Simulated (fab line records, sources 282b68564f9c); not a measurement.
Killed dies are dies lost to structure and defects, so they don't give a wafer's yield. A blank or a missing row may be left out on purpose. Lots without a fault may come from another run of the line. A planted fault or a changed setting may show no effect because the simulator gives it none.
Which tool did it? | flow rit_cmos | 15 lots, 45 wafers sampled, at 3 steps of a route of 202

WHAT THE GAUGES READ, wafer by wafer
RIT_NLDD_TW_MEAS_10.
lot  | measured    | on            | NLDD_TW
L979 | day 2 22:09 | film_metro-01 | 2482 2479 2485
L980 | day 3 00:35 | film_metro-04 | 2488 2476 2491
L981 | day 3 09:13 | film_metro-02 | 2471 2473 2481
L982 | day 3 11:14 | film_metro-01 | 2471 2459 2469
L983 | day 3 16:53 | film_metro-02 | 2479 2475 2466
L984 | day 3 21:01 | film_metro-01 | 2461 2475 2474
L985 | day 4 01:20 | film_metro-01 | 2467 2477 2477
L989 | day 5 00:02 | film_metro-01 | 2496 2489 2493
L990 | day 5 02:14 | film_metro-04 | 1543 1550 1548
L991 | day 5 10:46 | film_metro-02 | 1540 1555 1555
L992 | day 5 13:28 | film_metro-04 | 2504 2477 2489
L993 | day 5 21:14 | film_metro-02 | 1572 1568 1578
L997 | day 6 16:35 | film_metro-04 | 2483 2487 2472
L999 | day 7 02:18 | film_metro-04 | 2476 2466 2466
L100 | day 7 04:51 | film_metro-04 | 2465 2475 2466

RIT_SDANNEAL_RS_MEAS_07: measures by four-point-probe.
lot  | measured    | on            | NLDD_RS (ohm/sq)
L979 | day 3 06:11 | film_metro-01 | 151.2 150.6 151.2
L980 | day 3 08:52 | film_metro-02 | 151.3 151.4 151.9
L981 | day 3 18:08 | film_metro-01 | 151.9 152.1 151.6
L982 | day 3 21:01 | film_metro-02 | 152.6 152.3 152.3
L983 | day 4 00:47 | film_metro-01 | 150.8 150.5 150.8
L984 | day 4 04:55 | film_metro-02 | 152.1 151.3 151.8
L985 | day 4 09:32 | film_metro-01 | 151.0 150.9 151.1
L989 | day 5 08:59 | film_metro-02 | 151.8 151.4 151.7
L990 | day 5 11:07 | film_metro-04 | 519.9 517.7 523.8
L991 | day 5 18:40 | film_metro-02 | 522.5 516.4 515.9
L992 | day 5 22:37 | film_metro-01 | 151.1 151.2 151.4
L993 | day 6 04:55 | film_metro-02 | 504.3 505.4 503.3
L997 | day 7 01:35 | film_metro-04 | 151.6 151.7 151.8
L999 | day 7 11:03 | film_metro-02 | 151.9 151.8 151.8
L100 | day 7 12:39 | film_metro-01 | 151.1 151.0 151.4

WHICH TOOL RAN EACH LOT (tool, then ch and the chambers of the sampled wafers, then the start)
lot  | RIT_NLDD_IMPLANT_08
L979 | implanter-03 ch 0, day 2 21:49
L980 | implanter-02 ch 0, day 3 00:16
L981 | implanter-04 ch 0, day 3 08:53
L982 | implanter-04 ch 0, day 3 10:54
L983 | implanter-02 ch 0, day 3 16:33
L984 | implanter-03 ch 0, day 3 20:41
L985 | implanter-02 ch 0, day 4 01:01
L989 | implanter-04 ch 0, day 4 23:43
L990 | implanter-03 ch 0, day 5 01:55
L991 | implanter-03 ch 0, day 5 10:26
L992 | implanter-02 ch 0, day 5 13:09
L993 | implanter-03 ch 0, day 5 20:58
L997 | implanter-04 ch 0, day 6 16:17
L999 | implanter-02 ch 0, day 7 01:59
L100 | implanter-04 ch 0, day 7 04:32
- RIT_NLDD_IMPLANT_08

WHAT THE TOOLS THEMSELVES READ (means of the sampled wafers that have a number; where no wafer has one, the mark that the record gives instead)
RIT_NLDD_IMPLANT_08.
lot  | tool         | dose_ions_cm2 | end_station_pressure_torr (Torr) | faraday_current_uA
L979 | implanter-03 | 5e+14         | 6.3e-06                          | 1591
L980 | implanter-02 | 5e+14         | 6.2e-06                          | 1579
L981 | implanter-04 | 5e+14         | 6.2e-06                          | 1606
L982 | implanter-04 | 5e+14         | 6.2e-06                          | 1594
L983 | implanter-02 | 5e+14         | 6.2e-06                          | 1533
L984 | implanter-03 | 5e+14         | 6.3e-06                          | 1589
L985 | implanter-02 | 5e+14         | 6.2e-06                          | 1576
L989 | implanter-04 | 5e+14         | 6.3e-06                          | 1550
L990 | implanter-03 | 1e+14         | 5.2e-06                          | 319
L991 | implanter-03 | 1e+14         | 5.1e-06                          | 318
L992 | implanter-02 | 5e+14         | 6.7e-06                          | 1557
L993 | implanter-03 | 1e+14         | 5.2e-06                          | 316
L997 | implanter-04 | 5e+14         | 6.2e-06                          | 1557
L999 | implanter-02 | 5e+14         | 6.2e-06                          | 1556
L100 | implanter-04 | 5e+14         | 6.3e-06                          | 1545

THE ANSWER, worked out from the rows above alone
Rule: what is usual is taken from the lots themselves. Put in order of their means at a reading, lots are off if they are a third of the lots or fewer, leave a main group of 4 or more, and stand apart from it by a gap of 3 or more times the standard deviation of the main group's means; of several such gaps the widest counts. A main group whose means are all the same, to the digits that the tables above print for the reading, isn't used. A lot without any number at a reading at which 4 lots or more have one is off too. The other lots that the step has rows for count as sound. The gauges are gone through in route order, then the tools' own readings, and for those a lot's mean is taken as printed above. The first step at which some lot is off is used, and at that step the reading that is off furthest; a lot without a number counts as furthest.
Off: L990, L991, L993, at RIT_NLDD_TW_MEAS_10 (NLDD_TW). The main group: mean 2477, standard deviation 8.3.
A tool fits if, at a process step before that reading, it ran every lot that is off, and no sound lot after the first of them. The gauges at RIT_NLDD_TW_MEAS_10 aren't tried: what is off there is off at RIT_NLDD_IMPLANT_08 too, on other tools, and a gauge's error can't cause that. One fits: implanter-03 at RIT_NLDD_IMPLANT_08. Its last sound lot is L984 (day 3 20:41), its first lot that is off L990 (day 5 01:55): a fault that began between those two fits.
The tool's own readings at RIT_NLDD_IMPLANT_08 bear it out: on the lots that are off they differ by more than 5 times the standard deviation of the sound lots' means. dose_ions_cm2 reads 1e+14 there against 5e+14 on the sound lots; end_station_pressure_torr reads 5.2e-06 Torr there against 6.3e-06 Torr on the sound lots; faraday_current_uA reads 318 there against 1569 on the sound lots.

WHAT THE SIMULATOR HAD PUT IN
Process parameter drift: implanter-03, from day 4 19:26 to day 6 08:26, at RIT_NLDD_IMPLANT_08. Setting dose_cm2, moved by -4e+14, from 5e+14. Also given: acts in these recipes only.
Lots struck among those shown: L990, L991, L993. The rule above found the same.
